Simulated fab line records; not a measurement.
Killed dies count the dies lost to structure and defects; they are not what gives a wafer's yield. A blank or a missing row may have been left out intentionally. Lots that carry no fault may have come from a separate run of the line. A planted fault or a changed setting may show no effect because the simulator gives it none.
What tool caused it? || flow berkeley_cmos170 || 21 wafers from 7 lots sampled at 3 of the route's 331 steps

## WHAT THE GAUGES SHOWED, per wafer
UCB170_V2_THK_MEAS_04.
{"lot": "L807", "measured": "day 9 06:45", "on": "film_metro-01", "V2_POLISHED_THK (nm)": "1000.4 999.3 998.3"}
{"lot": "L812", "measured": "day 9 17:31", "on": "film_metro-04", "V2_POLISHED_THK (nm)": "1000.1 1000.6 1001.8"}
{"lot": "L811", "measured": "day 9 17:43", "on": "film_metro-01", "V2_POLISHED_THK (nm)": "1001.5 999.8 998.9"}
{"lot": "L814", "measured": "day 10 21:14", "on": "film_metro-04", "V2_POLISHED_THK (nm)": "998.5 997.5 998.5"}
{"lot": "L821", "measured": "day 12 00:31", "on": "film_metro-03", "V2_POLISHED_THK (nm)": "1000.0 1001.8 1002.0"}
{"lot": "L824", "measured": "day 12 14:30", "on": "film_metro-04", "V2_POLISHED_THK (nm)": "1001.4 999.4 1000.8"}
{"lot": "L828", "measured": "day 13 07:59", "on": "film_metro-01", "V2_POLISHED_THK (nm)": "1001.4 1001.3 998.5"}

## WHICH TOOL RAN EACH LOT (tool, then ch and the chambers of the sampled wafers, then the start)
{"lot": "L807", "UCB170_V1_STRIP_15": "plasma_asher-03 ch 0,1, day 9 03:14", "UCB170_V2_CMP_02": "cmp-02 ch 0,1,2, day 9 06:19"}
{"lot": "L812", "UCB170_V1_STRIP_15": "plasma_asher-01 ch 0,1, day 9 13:38", "UCB170_V2_CMP_02": "cmp-01 ch 1,2,3, day 9 17:08"}
{"lot": "L811", "UCB170_V1_STRIP_15": "plasma_asher-04 ch 0,1, day 9 13:51", "UCB170_V2_CMP_02": "cmp-02 ch 0,1,2, day 9 17:17"}
{"lot": "L814", "UCB170_V1_STRIP_15": "plasma_asher-01 ch 0,1, day 10 17:28", "UCB170_V2_CMP_02": "cmp-02 ch 1,2, day 10 20:48"}
{"lot": "L821", "UCB170_V1_STRIP_15": "plasma_asher-03 ch 0,1, day 11 19:14", "UCB170_V2_CMP_02": "cmp-01 ch 1,3, day 12 00:09"}
{"lot": "L824", "UCB170_V1_STRIP_15": "plasma_asher-01 ch 0,1, day 12 10:32", "UCB170_V2_CMP_02": "cmp-01 ch 2,3, day 12 14:08"}
{"lot": "L828", "UCB170_V1_STRIP_15": "plasma_asher-03 ch 0,1, day 13 03:09", "UCB170_V2_CMP_02": "cmp-01 ch 0,1,3, day 13 07:34"}
- UCB170_V1_STRIP_15: strips in O2.
- UCB170_V2_CMP_02: polishes SiO2.

## THE ANSWER, worked out from the rows above alone
Rule: what is usual is taken from the lots themselves. Put in order of their means at a reading, lots are off if they are a third of the lots or fewer, leave a main group of 4 or more, and stand apart from it by a gap of 3 or more times the standard deviation of the main group's means; of several such gaps the widest counts. A main group is skipped when, at the precision printed for the reading in the tables above, its means are all equal. Also off: a lot with no number at a reading for which 4 or more lots have one. Where the step has rows for the other lots, those lots are counted as sound.
None of the lots is off at any reading shown; this tells nothing.

## WHAT THE SIMULATOR PUT IN
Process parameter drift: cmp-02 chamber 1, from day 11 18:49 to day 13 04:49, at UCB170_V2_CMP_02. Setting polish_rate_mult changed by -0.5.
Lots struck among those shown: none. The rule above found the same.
